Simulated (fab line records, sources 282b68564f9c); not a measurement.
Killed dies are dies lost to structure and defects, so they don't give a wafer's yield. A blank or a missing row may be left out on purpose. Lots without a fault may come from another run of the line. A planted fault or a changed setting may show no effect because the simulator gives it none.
A struck lot beside a sound one | flow rit_cmos | 27 steps out of a route of 202
Sound: wafers L275.1, L275.5, L275.6. Struck: wafer L263.2. (L263.4, L263.5 of the same lot were not struck and are left out.) The cause comes at the end.
At each step with rows: each side's tool, then ch and its chambers, then its first start. Under that, the readings that differ: sound wafers | struck wafers | difference of the means | sigmas: that difference in standard deviations of wafers without a fault.
alike: readings whose means differ by less than 2 such deviations, and words and numbers that are the same on both sides. not compared: withheld readings, readings that some wafer has no value for, bounds like >300 that may hide the same value, and numbers for which the record gives no deviation and whose values overlap.
The two part at a step that has a row with sigmas, a row that says differs or no value, or rows on one side only. Numbers that don't overlap but have no deviation are shown without sigmas and don't part them. A reading that every wafer of one side lacks parts them only if that side has two wafers or more.

first, 1 step without rows for these wafers: RIT_ACTIVE_OXIDATION_01 (target thk 46.8 nm, ox time 3360 s).
RIT_ACTIVE_THK_MEAS_02:
  sound on film_metro-02, day 5 11:03; struck on film_metro-04, day 3 00:20
  reading               | sound          | struck | difference | sigmas
  ACTIVE_OXIDE_THK (nm) | 48.3 47.9 48.2 | 44.9   | -3.2       | -3
then, 1 step without rows for these wafers: RIT_ACTIVE_CVD_03 (deposits Si3N4 from SiH2Cl2/NH3, target thk 150 nm, time 1500 s).
RIT_ACTIVE_THK_MEAS_04:
  sound on film_metro-03, day 5 14:33; struck on film_metro-03, day 3 01:48
  alike: ACTIVE_NITRIDE_THK
then, 6 steps without rows for these wafers: RIT_ACTIVE_HMDS_05 (prime time 60 s); RIT_ACTIVE_COAT_06 (resist thk 1000 nm); RIT_ACTIVE_SOFTBAKE_07 (time 60 s); RIT_ACTIVE_EXPOSE_08 (exposes mask M1, target cd 1400 nm); RIT_ACTIVE_PEB_09; RIT_ACTIVE_DEVELOP_10 (develop time 50 s).
RIT_ACTIVE_CD_MEAS_11: target cd 1400 nm.
  sound on cd_sem-01, day 5 15:35; struck on cd_sem-02, day 3 02:51
  alike: cd_nm
then, 1 step without rows for these wafers: RIT_ACTIVE_HARDBAKE_12 (time 60 s).
RIT_ACTIVE_ETCH_13: etches Si3N4 in SF6, stops on SiO2, time 210 s, target depth 210 nm.
  sound on rie_diel-02 ch 0,1,2, day 5 15:53; struck on rie_diel-03 ch 0, day 3 03:06
  reading                                       | sound             | struck | difference | sigmas
  oes_product_au (a.u.)                         | 0.835 0.809 0.814 | 0.782  | -0.037     | -2
  run_length_s (s)                              | 238.3 238.1 238.3 | 260.4  | +22.2      | +50
  model.NOVOLAK_of_ACTIVE_COAT_06.thk_nm (nm)   | 665.7 663.7 666.4 | 631    | -34        |
  model.SiO2_of_ACTIVE_OXIDATION_01.thk_nm (nm) | 48.02 47.04 48.23 | 37.47  | -10.29     |
  model.ACTIVE.feature_depth_nm (nm)            | 149.3 149.9 149.5 | 156.5  | +6.9       |
  alike: drypump_motor_current_A, throttle_valve_pct
  not compared: rf_hours_counter_h
RIT_ACTIVE_STRIP_14: strips in O2, time 180 s.
  sound on plasma_asher-03 ch 0,1, day 5 16:01; struck on plasma_asher-03 ch 0, day 3 03:14
  alike: drypump_motor_current_A
  not compared: rf_hours_counter_h
RIT_ACTIVE_CD_MEAS_90: target cd 1400 nm.
  sound on cd_sem-01, day 5 16:11; struck on cd_sem-01, day 3 03:26
  alike: cd_nm
then, 4 steps without rows for these wafers: RIT_ACTIVE_CLEAN_15 (cleans in SC1, time 600 s); RIT_ACTIVE_CLEAN_16 (cleans in dHF, time 30 s); RIT_ACTIVE_CLEAN_17 (cleans in SC2, time 600 s); RIT_FOX1_OXIDATION_00 (target thk 350.7 nm, ox time 1130 s).
RIT_FOX1_THK_MEAS_01:
  sound on film_metro-04, day 5 19:19; struck on film_metro-02, day 3 06:47
  alike: FOX1_OXIDE_THK
then, 2 steps without rows for these wafers: RIT_FOX1_WET_ETCH_02 (etches SiO2 in BOE, target depth 350 nm, time 390 s); RIT_FOX2_OXIDATION_00 (target thk 350.7 nm, ox time 1130 s).
RIT_FOX2_THK_MEAS_01:
  sound on film_metro-04, day 5 21:52; struck on film_metro-01, day 3 10:34
  alike: FOX2_OXIDE_THK
then, 1 step without rows for these wafers: RIT_FOX2_CLEAN_02 (cleans in dHF, time 180 s).
RIT_FOX2_WET_ETCH_03: etches Si3N4 in H3PO4, target depth 195 nm, time 2700 s.
  sound on wet_bench-01 ch 2, day 5 21:59; struck on wet_bench-04 ch 3, day 3 10:41
  reading                                       | sound           | struck | difference | sigmas
  model.SiO2_of_ACTIVE_OXIDATION_01.thk_nm (nm) | 42.6 41.73 42.8 | 33.18  | -9.20      |
  alike: bath_guard_temp_C, run_length_s
RIT_FOX2_THK_MEAS_90:
  sound on film_metro-01, day 5 22:45; struck on film_metro-01, day 3 11:26
  alike: FIELD_OXIDE_LEFT_1_THK
RIT_M1_PROBE_99:
  the record has rows for the struck wafers here (prober-01, day 5 02:43) and none for the sound ones

WHERE THEY PART
First at RIT_ACTIVE_THK_MEAS_02; last, within this record, at RIT_M1_PROBE_99.

WHY: what the simulator had put in
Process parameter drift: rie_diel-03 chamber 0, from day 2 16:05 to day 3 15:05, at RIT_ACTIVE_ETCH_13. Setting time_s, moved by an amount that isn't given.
